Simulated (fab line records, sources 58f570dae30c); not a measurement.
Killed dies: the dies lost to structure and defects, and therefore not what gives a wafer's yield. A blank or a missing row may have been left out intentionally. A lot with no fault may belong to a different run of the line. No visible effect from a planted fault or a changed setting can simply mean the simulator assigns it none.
Shared-tool check | flow berkeley_cmos170 | Sampled: 14 lots, 42 wafers

WHY IT WAS OPENED
2 of 14 lots carry a flag on the reading NWELL_NITRIDE_THK at UCB170_NWELL_THK_MEAS_05. No-fault wafers: 224.3 nm, standard deviation 1.5.
Rule: a lot is flagged in two cases, either no wafer of it has a number, or all its wafers with numbers fall more than 4 standard deviations from that mean. As for the other lots, they are considered sound.

lot  | measured    | on            | NWELL_NITRIDE_THK (nm), wafer by wafer | flag
L120 | day 2 04:52 | film_metro-04 | 221.6 221.7 224.6                      |
L121 | day 2 07:37 | film_metro-04 | 225.2 223.2 225.7                      |
L123 | day 2 22:53 | film_metro-01 | 223.4 225.7 222.7                      |
L124 | day 2 22:53 | film_metro-04 | 225.0 223.8 225.4                      |
L125 | day 3 06:25 | film_metro-04 | 225.9 225.7 226.5                      |
L126 | day 3 14:14 | film_metro-02 | 223.4 221.6 223.0                      |
L127 | day 3 14:14 | film_metro-04 | 226.5 226.1 225.5                      |
L129 | day 4 08:16 | film_metro-04 | 224.7 226.3 226.8                      |
L130 | day 4 10:25 | film_metro-04 | 223.9 224.8 223.3                      |
L132 | day 4 17:59 | film_metro-01 | 442.3 443.5 443.3                      | FLAGGED
L134 | day 5 06:31 | film_metro-01 | 224.3 222.9 222.6                      |
L135 | day 5 14:48 | film_metro-01 | 448.7 450.5 448.0                      | FLAGGED
L142 | day 6 21:20 | film_metro-01 | 225.2 224.2 223.9                      |
L143 | day 7 03:52 | film_metro-04 | 224.5 224.9 223.6                      |
On average the flagged lots read 446.1 nm, which is +221.8 nm against the usual, or +99 or more standard deviations.

WHICH TOOL RAN EACH LOT
The record keeps 1 process step preceding the reading, out of 331 steps on the route. Cell contents, in order: the tool; ch with the chambers the sampled wafers went through; the start.
lot  | flag    | UCB170_NWELL_CVD_04
L120 |         | lpcvd-02 ch 1, day 2 02:56
L121 |         | lpcvd-01 ch 0, day 2 05:40
L123 |         | lpcvd-02 ch 0, day 2 20:58
L124 |         | lpcvd-02 ch 0, day 2 20:58
L125 |         | lpcvd-02 ch 0, day 3 04:29
L126 |         | lpcvd-01 ch 1, day 3 12:17
L127 |         | lpcvd-01 ch 1, day 3 12:17
L129 |         | lpcvd-02 ch 1, day 4 06:20
L130 |         | lpcvd-02 ch 0, day 4 08:28
L132 | FLAGGED | lpcvd-02 ch 0, day 4 13:53
L134 |         | lpcvd-01 ch 0, day 5 03:37
L135 | FLAGGED | lpcvd-01 ch 1, day 5 10:46
L142 |         | lpcvd-01 ch 0, day 6 19:24
L143 |         | lpcvd-01 ch 1, day 7 01:56
What the steps here do:
- UCB170_NWELL_CVD_04: deposits Si3N4 from SiH2Cl2/NH3, target thk 224 nm, time 3360 s.
- UCB170_NWELL_THK_MEAS_05

FLAGGED AGAINST TOTAL, ONE TOOL AT A TIME (gauges that did the reading follow at the end)
step                     | tool          | lots run | flagged | share of the flagged lots | sound lots run after its first flagged lot
UCB170_NWELL_CVD_04      | lpcvd-01      | 7        | 1       | some                      | 2 (L142,L143)
UCB170_NWELL_CVD_04      | lpcvd-02      | 7        | 1       | some                      | 0
UCB170_NWELL_THK_MEAS_05 | film_metro-01 | 5        | 2       | all                       | 2 (L134,L142)
UCB170_NWELL_THK_MEAS_05 | film_metro-02 | 1        | 0       | none                      | -
UCB170_NWELL_THK_MEAS_05 | film_metro-04 | 8        | 0       | none                      | -

WHAT IS ALLOWED BY THE TABLE
Rows of the table that ran each flagged lot: 1, that is film_metro-01 at UCB170_NWELL_THK_MEAS_05.
- film_metro-01 at UCB170_NWELL_THK_MEAS_05: 2 of its 5 lots flagged. Sound lots ran on it after the first flagged one (L134, L142), which a lasting fault on the whole tool wouldn't allow.
None of the table's rows ran every flagged lot and, after the first, no sound lot.

WHAT THE SIMULATOR HAD PUT IN
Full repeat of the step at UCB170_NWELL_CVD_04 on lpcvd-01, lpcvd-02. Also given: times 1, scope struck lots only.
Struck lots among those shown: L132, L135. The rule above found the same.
